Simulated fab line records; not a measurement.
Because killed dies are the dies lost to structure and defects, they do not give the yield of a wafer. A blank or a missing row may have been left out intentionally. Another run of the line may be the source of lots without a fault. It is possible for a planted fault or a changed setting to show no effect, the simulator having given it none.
Which tool did it? | flow berkeley_cmos170 | 21 wafers from 7 lots sampled at 2 of the route's 331 steps

== WHAT THE GAUGES SHOWED, per wafer ==
UCB170_M3_CD_MEAS_15: target cd 700 nm.
lot  | measured     | on        | cd_nm (nm)
L952 | day 9 21:35  | cd_sem-01 | 700.9 701.0 701.8
L955 | day 11 07:14 | cd_sem-01 | 700.6 700.8 702.2
L957 | day 11 10:56 | cd_sem-01 | 700.3 699.4 701.1
L956 | day 11 12:56 | cd_sem-02 | 699.8 698.6 699.0
L960 | day 11 20:09 | cd_sem-01 | 700.1 701.1 701.1
L961 | day 12 10:23 | cd_sem-02 | 701.0 700.1 700.1
L968 | day 13 17:37 | cd_sem-01 | 705.2 704.6 704.2

== WHAT TOOL EACH LOT RAN ON (gives the tool, then ch and the chambers of the sampled wafers, and finally the start) ==
lot  | UCB170_M3_PEB_13
L952 | litho_track-02 ch 0, day 9 21:19
L955 | litho_track-01 ch 0, day 11 06:58
L957 | litho_track-02 ch 0, day 11 10:40
L956 | litho_track-01 ch 0, day 11 12:40
L960 | litho_track-04 ch 0, day 11 19:53
L961 | litho_track-04 ch 0, day 12 10:07
L968 | litho_track-04 ch 0, day 13 17:18
- UCB170_M3_PEB_13

== THE ANSWER, worked out from the rows above alone ==
Rule: the lots themselves supply what counts as usual. The widest of any qualifying gaps counts: lots, ordered by their means at a reading, are off when they make up no more than a third of the lots, leave a main group of 4 or more, and stand apart from it by 3 or more times the standard deviation of that group's means. The tables above print the reading to a certain number of digits; a main group whose means all agree to those digits is not used. A lot without any number at a reading at which 4 lots or more have one is off too. Any other lot the step has rows for is counted as sound.
Off: L968 (UCB170_M3_CD_MEAS_15, cd_nm). For the main group the mean is 700.5 nm and the standard deviation 0.71.
If a tool, at a process step before that reading, ran all the lots that are off and no sound lot after the first of them, it fits. The gauges at UCB170_M3_CD_MEAS_15 are tried like those tools. 2 tools fit, litho_track-04 at UCB170_M3_PEB_13 and cd_sem-01 at UCB170_M3_CD_MEAS_15, so this cannot tell which one it is.

== WHAT THE SIMULATOR HAD PUT IN ==
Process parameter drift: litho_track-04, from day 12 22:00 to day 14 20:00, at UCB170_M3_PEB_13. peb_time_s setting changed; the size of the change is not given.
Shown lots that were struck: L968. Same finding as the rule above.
